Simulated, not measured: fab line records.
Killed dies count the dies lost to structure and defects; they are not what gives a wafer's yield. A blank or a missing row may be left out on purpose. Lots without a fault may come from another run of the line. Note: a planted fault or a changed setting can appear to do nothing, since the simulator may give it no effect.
A single fault, viewed from 2 desks    flow rit_cmos    every desk sees just its own numbers, and what lay behind them comes last

FOR THE TOOL OWNER'S DESK: plasma_asher-02
The tool's own readings at RIT_PWELL_STRIP_09 (strips in O2, time 180 s): means of the sampled wafers that have a number, for each lot that ran on this tool. The brackets show how far a lot's mean lies from the usual mean; more than 4 standard deviations puts the lot out of limits, marked OUT.
Columns: A = drypump_motor_current_A at RIT_PWELL_STRIP_09, usual 5.5 A
lot   first seen here  A
L957  day 2 13:42      5.2
L963  day 3 20:35      5.2
L965  day 4 05:14      5.0
L968  day 4 21:28      5.0
L971  day 5 12:52      5.2
Finding of this desk: none of the 5 lots has anything out of limits.

AT THE METROLOGY DESK
Lot by lot, what the gauges showed, no matter which tool ran the lot: averages of those sampled wafers that carry a number. The brackets show how far a lot's mean lies from the usual mean; more than 4 standard deviations puts the lot out of limits, marked OUT.
Columns: A = NWELL_OVL at RIT_NWELL_OVL_MEAS_06, usual 0.0 nm; B = cd_nm at RIT_GATE_CD_MEAS_16, usual 149.3 nm; C = NLDD_RS at RIT_SDANNEAL_RS_MEAS_07, usual 152.7 ohm/sq
lot   first seen here  A     B      C
L954  day 1 20:40      1.3   151.8  153.0
L957  day 2 11:43      -0.4  146.2  152.6
L958  day 2 17:57      0.5   151.3  152.9
L959  day 2 21:35      -0.4  155.0  152.1
L961  day 3 07:50      -0.6  150.0  153.2
L962  day 3 12:16      0.9   148.5  152.7
L963  day 3 18:26      -2.3  147.5  152.1
L964  day 3 22:16      -0.8  148.8  151.8
L965  day 4 03:11      -1.4  147.5  152.2
L968  day 4 19:29      -2.1  147.4  153.1
L969  day 4 23:25      0.1   148.1  153.1
L971  day 5 10:50      1.9   150.8  152.9
L973  day 5 19:29      -1.0  149.8  152.0
L976  day 6 10:57      0.1   147.0  152.8
Finding of this desk: none of the 14 lots has anything out of limits.

PUT TOGETHER
The tool owner's desk saw nothing out of limits.
Metrology desk: nothing out of limits seen.

WHAT THE SIMULATOR HAD INSERTED
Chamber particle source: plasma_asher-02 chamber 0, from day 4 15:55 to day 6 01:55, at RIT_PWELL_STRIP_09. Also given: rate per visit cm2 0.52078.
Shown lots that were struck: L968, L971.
